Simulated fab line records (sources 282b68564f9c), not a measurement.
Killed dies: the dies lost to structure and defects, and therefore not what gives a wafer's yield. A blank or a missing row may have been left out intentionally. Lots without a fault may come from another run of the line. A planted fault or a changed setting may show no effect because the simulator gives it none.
fab line records	flow rit-cmos
[record] lots = 5	wafers = 27
route steps=202 shown ACTIVE@2 FOX2@25 SPACER@128 NSD@131 CONTACT@175
start-h: the number of hours between the record's first day and the start of the first shown wafer of the lot	wait-h: hours elapsed since this lot's preceding step	" unchanged from the row above	L1.1+2: several wafers, shown together as one row	- no value present, or no start provided	* or withheld: withheld	< > ~ a bound
route shown NAME@n: NAME is a module with steps in the file, n the number in the route of the first one	usual: mean/standard deviation taken from wafers without a fault	same: alike in all rows	chamber/n: place in a boat	sites: per-site readings	_std_site: the values' standard deviation	_edge_site: inner sites' mean taken away from outer sites' mean	radius-mm: how far each site lies from the wafer's centre	mask NAME#n: copy n	behind: the last tool/chamber to shape the wafer	hold: why the lot went on hold/how many hours it stayed there/how the hold came to an end	device: whichever transistor did not switch (one of n, p or np)	end of line: the tests these same wafers got at the end of their route	a step without rows: its recipe alone	killed: at the first sort, the dies lost to defects and structure; wafer yield is something else	map: the dies of a wafer, with x for killed, . for not killed, _ for no die there
set.NAME: the setting as run; set.NAME@STEP: as run at that earlier step	model.NAME: the simulator's own value behind a step, which no gauge read
one table per step and one row per wafer, for lots whose settings were changed on purpose
[[steps]]
[step RIT_ACTIVE_OXIDATION_01]
[recipe] temp-c = 1000	ambient = O2	target-thk-a = 468	ox-time-s = 3360
lot.wafer	tool	chamber	start-h	wait-h	set.ox-time-s	model.SiO2_of_ACTIVE_OXIDATION_01.thk-nm
L075.1	-	-	-	0.5	1358	26.59
L075.2	"	-	"	"	1358	26.87
L075.3	"	-	"	"	1358	26.44
L075.4	"	-	"	"	1358	26.46
L075.5	"	-	"	"	1358	26.47
L075.6	"	-	"	"	1358	26.91
L079.1	-	-	-	1.3	5255	61.81
L079.2	"	-	"	"	5255	60.84
L079.3	"	-	"	"	5255	62.11
L079.4	"	-	"	"	5255	62.34
L079.5	"	-	"	"	5255	60.95
L079.6	"	-	"	"	5255	61.96
L081.1	-	-	-	0.1	4880	59.62
L081.2	"	-	"	"	4880	60.06
L081.3	"	-	"	"	4880	59.31
L081.4	"	-	"	"	4880	59.37
L081.5	"	-	"	"	4880	60.48
L081.6	"	-	"	"	4880	59.57
L082.2	furnace-03	0	50.90	0.9	3360	47.51
L082.3	"	0	"	"	3360	46.31
L082.5	"	0	"	"	3360	47.29
L084.1	-	-	-	1.0	2574	40.83
L084.2	"	-	"	"	2574	39.77
L084.3	"	-	"	"	2574	39.99
L084.4	"	-	"	"	2574	40.99
L084.5	"	-	"	"	2574	39.9
L084.6	"	-	"	"	2574	40.79
[step RIT_ACTIVE_THK_MEAS_02]
[recipe] reads = SiO2_of_ACTIVE_OXIDATION_01
[usual] ACTIVE_OXIDE_THK = 46.7/0.79
lot.wafer	tool	chamber	start-h	wait-h	set.ox-time-s@ACTIVE_OXIDATION_01	ACTIVE_OXIDE_THK[nm]
L075.1	film-metro-01	-	-	-	1358	26.6
L075.2	"	-	"	"	1358	26.8
L075.3	"	-	"	"	1358	26.4
L075.4	"	-	"	"	1358	26.5
L075.5	"	-	"	"	1358	26.4
L075.6	"	-	"	"	1358	26.9
L079.1	film-metro-04	-	-	-	5255	61.8
L079.2	"	-	"	"	5255	60.8
L079.3	"	-	"	"	5255	62.1
L079.4	"	-	"	"	5255	62.3
L079.5	"	-	"	"	5255	60.9
L079.6	"	-	"	"	5255	61.9
L081.1	film-metro-04	-	-	-	4880	59.6
L081.2	"	-	"	"	4880	60.1
L081.3	"	-	"	"	4880	59.3
L081.4	"	-	"	"	4880	59.3
L081.5	"	-	"	"	4880	60.5
L081.6	"	-	"	"	4880	59.6
L082.2	film-metro-01	-	52.85	0.0	3360	47.5
L082.3	"	-	"	"	3360	46.3
L082.5	"	-	"	"	3360	47.3
L084.1	film-metro-03	-	-	-	2574	40.8
L084.2	"	-	"	"	2574	39.8
L084.3	"	-	"	"	2574	40.0
L084.4	"	-	"	"	2574	40.9
L084.5	"	-	"	"	2574	39.9
L084.6	"	-	"	"	2574	40.8
[step RIT_ACTIVE_CVD_03]
[recipe] material = Si3N4	target-thk-nm = 150	temp-c = 810	precursor = SiH2Cl2/NH3	time-s = 1500	pressure-mtorr = 300	sih2cl2-flow-sccm = 58.15	nh3-flow-sccm = 150
[step RIT_FOX2_CLEAN_02]
[recipe] chemistry = dHF	dilution = 50:1	time-s = 180
[step RIT_FOX2_WET_ETCH_03]
[recipe] chemistry = H3PO4	target = Si3N4	target-depth-nm = 195	temp-c = 165	time-s = 2700
lot.wafer	tool	chamber	start-h	wait-h	set.ox-time-s@ACTIVE_OXIDATION_01	model.SiO2_of_ACTIVE_OXIDATION_01.thk-nm
L075.1	wet-bench-02	0	26.50	0.0	1358	23.64
L075.2	"	0	"	"	1358	23.9
L075.3	"	0	"	"	1358	23.52
L075.4	"	0	"	"	1358	21.19
L075.5	"	0	"	"	1358	23.54
L075.6	"	0	"	"	1358	23.94
L079.1	wet-bench-03	0	45.93	0.0	5255	54.98
L079.2	"	0	"	"	5255	54.12
L079.3	"	0	"	"	5255	55.26
L079.4	"	0	"	"	5255	53.16
L079.5	"	0	"	"	5255	51.88
L079.6	"	0	"	"	5255	55.12
L081.1	wet-bench-03	1	54.27	0.0	4880	52.83
L081.2	"	1	"	"	4880	53.22
L081.3	"	1	"	"	4880	52.07
L081.4	"	1	"	"	4880	52.61
L081.5	"	1	"	"	4880	53.09
L081.6	"	1	"	"	4880	52.84
L082.2	wet-bench-02	2	60.60	0.0	3360	42.26
L082.3	"	2	"	"	3360	41.18
L082.5	"	2	"	"	3360	42.06
L084.1	wet-bench-03	2	71.01	0.0	2574	36.15
L084.2	"	2	"	"	2574	35.19
L084.3	"	2	"	"	2574	33.13
L084.4	"	2	"	"	2574	36.31
L084.5	"	2	"	"	2574	33.03
L084.6	"	2	"	"	2574	36.11
[step RIT_SPACER_CVD_03]
[recipe] material = Si3N4	target-thk-nm = 250	temp-c = 810	precursor = SiH2Cl2/NH3	time-s = 3300	pressure-mtorr = 300	sih2cl2-flow-sccm = 60	nh3-flow-sccm = 150
lot.wafer	tool	chamber	start-h	wait-h	set.time-s	model.Si3N4_of_SPACER_CVD_03.thk-nm
L075.1	-	-	-	0.0	4981	377.9
L075.2	"	-	"	"	4981	378
L075.3	"	-	"	"	4981	378.1
L075.4	"	-	"	"	4981	375.7
L075.5	"	-	"	"	4981	378.4
L075.6	"	-	"	"	4981	375.6
L079.1	-	-	-	0.0	1859	141.9
L079.2	"	-	"	"	1859	141.6
L079.3	"	-	"	"	1859	143
L079.4	"	-	"	"	1859	141.3
L079.5	"	-	"	"	1859	138.4
L079.6	"	-	"	"	1859	139.4
L081.1	-	-	-	0.0	4592	350.9
L081.2	"	-	"	"	4592	349.4
L081.3	"	-	"	"	4592	350.8
L081.4	"	-	"	"	4592	348.6
L081.5	"	-	"	"	4592	349.7
L081.6	"	-	"	"	4592	349.2
L082.2	lpcvd-01	1	88.17	0.0	3300	251.8
L082.3	"	1	"	"	3300	250.2
L082.5	"	1	"	"	3300	250.6
L084.1	-	-	-	0.0	2172	164.6
L084.2	"	-	"	"	2172	162.7
L084.3	"	-	"	"	2172	165.9
L084.4	"	-	"	"	2172	165.7
L084.5	"	-	"	"	2172	163.8
L084.6	"	-	"	"	2172	163.6
[step RIT_SPACER_THK_MEAS_04]
[recipe] reads = Si3N4_of_SPACER_CVD_03
[usual] SPACER_NITRIDE_THK = 250.1/1.6
lot.wafer	tool	chamber	start-h	wait-h	set.time-s@SPACER_CVD_03	SPACER_NITRIDE_THK[nm]
L075.1	film-metro-01	-	-	-	4981	377.7
L075.2	"	-	"	"	4981	378.3
L075.3	"	-	"	"	4981	377.8
L075.4	"	-	"	"	4981	375.5
L075.5	"	-	"	"	4981	378.1
L075.6	"	-	"	"	4981	375.7
L079.1	film-metro-03	-	-	-	1859	141.8
L079.2	"	-	"	"	1859	141.7
L079.3	"	-	"	"	1859	143.0
L079.4	"	-	"	"	1859	141.2
L079.5	"	-	"	"	1859	138.3
L079.6	"	-	"	"	1859	139.3
L081.1	film-metro-02	-	-	-	4592	351.2
L081.2	"	-	"	"	4592	349.3
L081.3	"	-	"	"	4592	350.9
L081.4	"	-	"	"	4592	348.4
L081.5	"	-	"	"	4592	350.1
L081.6	"	-	"	"	4592	349.4
L082.2	film-metro-02	-	90.10	0.0	3300	252.0
L082.3	"	-	"	"	3300	250.3
L082.5	"	-	"	"	3300	250.7
L084.1	film-metro-02	-	-	-	2172	164.6
L084.2	"	-	"	"	2172	162.7
L084.3	"	-	"	"	2172	165.8
L084.4	"	-	"	"	2172	165.7
L084.5	"	-	"	"	2172	163.9
L084.6	"	-	"	"	2172	163.6
[step RIT_SPACER_ETCHBACK_05]
[recipe] target-depth-a = 2500	SF6_flow_sccm = 30	CHF3_flow_sccm = 30	target = Si3N4	chemistry = SF6/CHF3	pressure-mtorr = 40	rf-w = 250	time-s = 240	stop-on = SiO2
lot.wafer	tool	chamber	start-h	wait-h	set.time-s	set.time-s@SPACER_CVD_03	model.etch.depth-nm	model.SiO2_of_FOX2_OXIDATION_00.thk-nm	model.Si3N4_of_SPACER_CVD_03.thk-nm
L075.1	rie-diel-03	0	56.28	0.1	240	4981	323.6	200.3	293.3
L075.2	"	1	"	"	159.8	4981	214.5	219.2	321.9
L075.3	"	3	"	"	240	4981	323.1	200.3	293.6
L075.4	"	2	"	"	240	4981	314.1	198.8	294.1
L075.5	"	3	"	"	159.8	4981	217.7	214.8	321.4
L075.6	"	2	"	"	159.8	4981	211.1	222.4	320.8
L079.1	rie-diel-03	2	76.77	0.1	148.5	1859	141.9	193.5	122.7
L079.2	"	0	"	"	240	1859	141.6	180.3	110.5
L079.3	"	3	"	"	148.5	1859	143	197.3	123.1
L079.4	"	1	"	"	148.5	1859	141.3	195.5	122
L079.5	"	2	"	"	240	1859	138.4	175.8	108.4
L079.6	"	3	"	"	240	1859	139.4	169.8	107.9
L081.1	rie-diel-04	3	83.81	0.1	240	4592	318.4	196.9	273.6
L081.2	"	1	"	"	353.5	4592	349.4	170.9	231.8
L081.3	"	2	"	"	240	4592	304.6	192.8	276.9
L081.4	"	0	"	"	240	4592	317	202.5	272.2
L081.5	"	1	"	"	353.5	4592	349.7	170.9	232.6
L081.6	"	2	"	"	353.5	4592	349.2	172.4	241.2
L082.2	rie-diel-03	0	90.15	0.0	240	3300	251.8	177.3	195.7
L082.3	"	3	"	"	240	3300	250.2	173.5	194.4
L082.5	"	2	"	"	240	3300	250.6	172.2	195.6
L084.1	rie-diel-04	2	102.33	0.1	199.3	2172	164.6	173.2	136.1
L084.2	"	1	"	"	240	2172	162.7	157.9	125.5
L084.3	"	3	"	"	240	2172	165.9	160.7	129.3
L084.4	"	0	"	"	199.3	2172	165.7	179.1	135.9
L084.5	"	2	"	"	240	2172	163.8	167.4	129.9
L084.6	"	3	"	"	199.3	2172	163.6	174.7	134.1
[step RIT_NSD_HMDS_00]
[recipe] prime-time-s = 60	prime-temp-c = 140
[step RIT_NSD_COAT_01]
[recipe] resist = NOVOLAK	spin-rpm = 3250	resist-thk-nm = 1000
[step RIT_NSD_HARDBAKE_07]
[recipe] resist = NOVOLAK	temp-c = 140	time-s = 60
[step RIT_NSD_IMPLANT_08]
[recipe] species = P	energy-kev = 24.72	dose-cm2 = 1e+15	tilt-deg = 7
[step RIT_NSD_STRIP_09]
[recipe] chemistry = O2	time-s = 180	resist = NOVOLAK	platen-temp-c = withheld	power-w = 500	pressure-mtorr = 4000	o2-flow-sccm = 4000
lot.wafer	tool	chamber	start-h	wait-h	set.time-s@SPACER_ETCHBACK_05	model.poly-Si_of_GATE_CVD_08.thk-nm
L075.1	plasma-asher-04	1	57.81	0.1	240	166.8
L075.2+6	"	0,1	"	"	159.8	190.3
L075.3	"	1	"	"	240	167.6
L075.4	"	0	"	"	240	168.3
L075.5	"	0	"	"	159.8	189.4
L079.1	plasma-asher-01	1	78.43	0.1	148.5	190.1
L079.2	"	0	"	"	240	164.4
L079.3	"	0	"	"	148.5	192.1
L079.4	"	1	"	"	148.5	190.7
L079.5	"	0	"	"	240	166.6
L079.6	"	1	"	"	240	162.1
L081.1	plasma-asher-02	1	85.28	0.1	240	166.4
L081.2	"	0	"	"	353.5	130.8
L081.3	"	1	"	"	240	169.1
L081.4	"	0	"	"	240	167
L081.5	"	0	"	"	353.5	129.2
L081.6	"	1	"	"	353.5	138.5
L082.2	plasma-asher-04	0	91.48	0.1	240	164.9
L082.3	"	1	"	"	240	161.7
L082.5	"	1	"	"	240	167.6
L084.1	plasma-asher-04	1	103.79	0.1	199.3	179.9
L084.2	"	0	"	"	240	164.3
L084.3	"	0	"	"	240	167
L084.4	"	1	"	"	199.3	179.2
L084.5	"	1	"	"	240	169.3
L084.6	"	0	"	"	199.3	177.9
[step RIT_CONTACT_DEVELOP_07]
[recipe] resist = NOVOLAK	develop-time-s = 120	dev-temp-c = 23
lot.wafer	tool	chamber	start-h	wait-h	set.develop-time-s
L075.1+4+5	litho-track-03	0	-	-	75.68
L075.2+3+6	"	0	"	"	120
L079.1+2+3+4+5+6	litho-track-03	0	-	-	120
L081.1+5+6	litho-track-03	0	-	-	168.7
L081.2+3+4	"	0	"	"	120
L082.2+3+5	litho-track-04	0	-	-	120
L084.1+2+3+4+5+6	litho-track-04	0	-	-	120
[step RIT_CONTACT_CD_MEAS_08]
[recipe] target-cd-nm = 1000
[usual] cd-nm = 999.7/2.1
lot.wafer	tool	chamber	start-h	wait-h	set.develop-time-s@CONTACT_DEVELOP_07	cd-nm
L075.1	cd-sem-02	-	62.03	-	75.68	958.2
L075.2	"	-	"	"	120	999.4
L075.3	"	-	"	"	120	1000.5
L075.4	"	-	"	"	75.68	960.0
L075.5	"	-	"	"	75.68	962.4
L075.6	"	-	"	"	120	1000.7
L079.1	cd-sem-02	-	83.18	-	120	998.9
L079.2	"	-	"	"	120	999.1
L079.3	"	-	"	"	120	996.9
L079.4	"	-	"	"	120	998.2
L079.5	"	-	"	"	120	998.1
L079.6	"	-	"	"	120	997.7
L081.1	cd-sem-01	-	89.86	-	168.7	1025.0
L081.2	"	-	"	"	120	995.4
L081.3	"	-	"	"	120	996.1
L081.4	"	-	"	"	120	997.1
L081.5	"	-	"	"	168.7	1022.5
L081.6	"	-	"	"	168.7	1024.3
L082.2	cd-sem-02	-	95.75	-	120	997.1
L082.3	"	-	"	"	120	998.2
L082.5	"	-	"	"	120	997.4
L084.1	cd-sem-02	-	108.09	-	120	999.4
L084.2	"	-	"	"	120	998.9
L084.3	"	-	"	"	120	998.9
L084.4	"	-	"	"	120	999.7
L084.5	"	-	"	"	120	1001.3
L084.6	"	-	"	"	120	999.5
[step RIT_CONTACT_HARDBAKE_10]
[recipe] resist = NOVOLAK	temp-c = 140	time-s = 60
[step RIT_CONTACT_ETCH_11]
[recipe] target-depth-a = 4800	over-etch-frac = 0.2	stop-on = TiSi2	chemistry = CHF3/CF4/Ar	target = SiO2	CHF3_flow_sccm = 50	cf4-flow-sccm = 10	Ar_flow_sccm = 100	O2_flow_sccm = 5	pressure-mtorr = 100	rf-w = 200	time-s = 320
lot.wafer	tool	chamber	start-h	wait-h	set.develop-time-s@CONTACT_DEVELOP_07	model.CONTACT.cd-nm
L075.1	rie-diel-03	0	62.34	0.1	75.68	958
L075.2	"	1	"	"	120	1000
L075.3+6	"	3,2	"	"	120	1001
L075.4	"	2	"	"	75.68	960
L075.5	"	1	"	"	75.68	963.4
L079.1	rie-diel-03	1	83.49	0.1	120	999.1
L079.2	"	2	"	"	120	998.5
L079.3	"	3	"	"	120	997.5
L079.4	"	0	"	"	120	998.3
L079.5	"	3	"	"	120	998
L079.6	"	0	"	"	120	997.2
L081.1	rie-diel-01	1	90.17	0.1	168.7	1024
L081.2	"	3	"	"	120	995.7
L081.3	"	2	"	"	120	995.9
L081.4	"	0	"	"	120	997.4
L081.5	"	3	"	"	168.7	1023
L081.6	"	2	"	"	168.7	1025
L082.2	rie-diel-02	2	96.03	0.1	120	997.1
L082.3	"	1	"	"	120	997.9
L082.5	"	3	"	"	120	997.3
L084.1	rie-diel-02	2	108.39	0.1	120	999.1
L084.2	"	1	"	"	120	998.6
L084.3	"	3	"	"	120	998.3
L084.4	"	0	"	"	120	999.3
L084.5	"	2	"	"	120	1001
L084.6	"	1	"	"	120	998.8
[step RIT_CONTACT_STRIP_12]
[recipe] chemistry = O2	time-s = 180	resist = NOVOLAK	platen-temp-c = withheld	power-w = 500	pressure-mtorr = 4000	o2-flow-sccm = 4000
[step RIT_CONTACT_CD_MEAS_90]
[recipe] target-cd-nm = 1000
[usual] cd-nm = 999.6/2
lot.wafer	tool	chamber	start-h	wait-h	set.develop-time-s@CONTACT_DEVELOP_07	cd-nm
L075.1	cd-sem-01	-	62.71	0.1	75.68	958.1
L075.2	"	-	"	"	120	999.7
L075.3	"	-	"	"	120	1001.0
L075.4	"	-	"	"	75.68	959.7
L075.5	"	-	"	"	75.68	963.6
L075.6	"	-	"	"	120	1001.0
L079.1	cd-sem-02	-	83.86	0.1	120	999.1
L079.2	"	-	"	"	120	998.5
L079.3	"	-	"	"	120	997.5
L079.4	"	-	"	"	120	997.7
L079.5	"	-	"	"	120	998.0
L079.6	"	-	"	"	120	997.0
L081.1	cd-sem-01	-	90.54	0.1	168.7	1024.3
L081.2	"	-	"	"	120	995.7
L081.3	"	-	"	"	120	996.1
L081.4	"	-	"	"	120	997.6
L081.5	"	-	"	"	168.7	1022.8
L081.6	"	-	"	"	168.7	1024.4
L082.2	cd-sem-02	-	96.42	0.1	120	997.2
L082.3	"	-	"	"	120	997.9
L082.5	"	-	"	"	120	997.4
L084.1	cd-sem-01	-	108.76	0.1	120	999.2
L084.2	"	-	"	"	120	998.6
L084.3	"	-	"	"	120	998.0
L084.4	"	-	"	"	120	998.9
L084.5	"	-	"	"	120	1000.8
L084.6	"	-	"	"	120	998.9
[[key]]
[split] step = RIT_ACTIVE_OXIDATION_01	setting = ox-time-s	stated = 3360	by = lot
[response] step = RIT_ACTIVE_OXIDATION_01	reading = model.SiO2_of_ACTIVE_OXIDATION_01.thk-nm	change = +0.3	per = 1%	r = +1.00
[response] step = RIT_ACTIVE_THK_MEAS_02	reading = ACTIVE_OXIDE_THK	change = +0.3	per = 1%	r = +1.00
[response] step = RIT_FOX2_WET_ETCH_03	reading = model.SiO2_of_ACTIVE_OXIDATION_01.thk-nm	change = +0.266	per = 1%	r = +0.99
[split] step = RIT_SPACER_CVD_03	setting = time-s	stated = 3300	by = lot
[response] step = RIT_SPACER_CVD_03	reading = model.Si3N4_of_SPACER_CVD_03.thk-nm	change = +2.51	per = 1%	r = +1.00
[response] step = RIT_SPACER_THK_MEAS_04	reading = SPACER_NITRIDE_THK	change = +2.51	per = 1%	r = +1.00
[response] step = RIT_SPACER_ETCHBACK_05	reading = model.Si3N4_of_SPACER_CVD_03.thk-nm	change = +1.9	per = 1%	r = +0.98
[split] step = RIT_SPACER_ETCHBACK_05	setting = time-s	stated = 240	by = wafer
[response] step = RIT_SPACER_ETCHBACK_05	reading = model.etch.depth-nm	shape = bent	at-lowest = 142	at-stated = 237.7	at-highest = 349.5
[response] step = RIT_SPACER_ETCHBACK_05	reading = model.SiO2_of_FOX2_OXIDATION_00.thk-nm	change = -0.562	per = 1%	r = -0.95
[response] step = RIT_NSD_STRIP_09	reading = model.poly-Si_of_GATE_CVD_08.thk-nm	change = -0.709	per = 1%	r = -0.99
[split] step = RIT_CONTACT_DEVELOP_07	setting = develop-time-s	stated = 120	by = wafer
[response] step = RIT_CONTACT_CD_MEAS_08	reading = cd-nm	change = +0.864	per = 1%	r = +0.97
[response] step = RIT_CONTACT_ETCH_11	reading = model.CONTACT.cd-nm	change = +0.864	per = 1%	r = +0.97
[response] step = RIT_CONTACT_CD_MEAS_90	reading = cd-nm	change = +0.861	per = 1%	r = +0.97
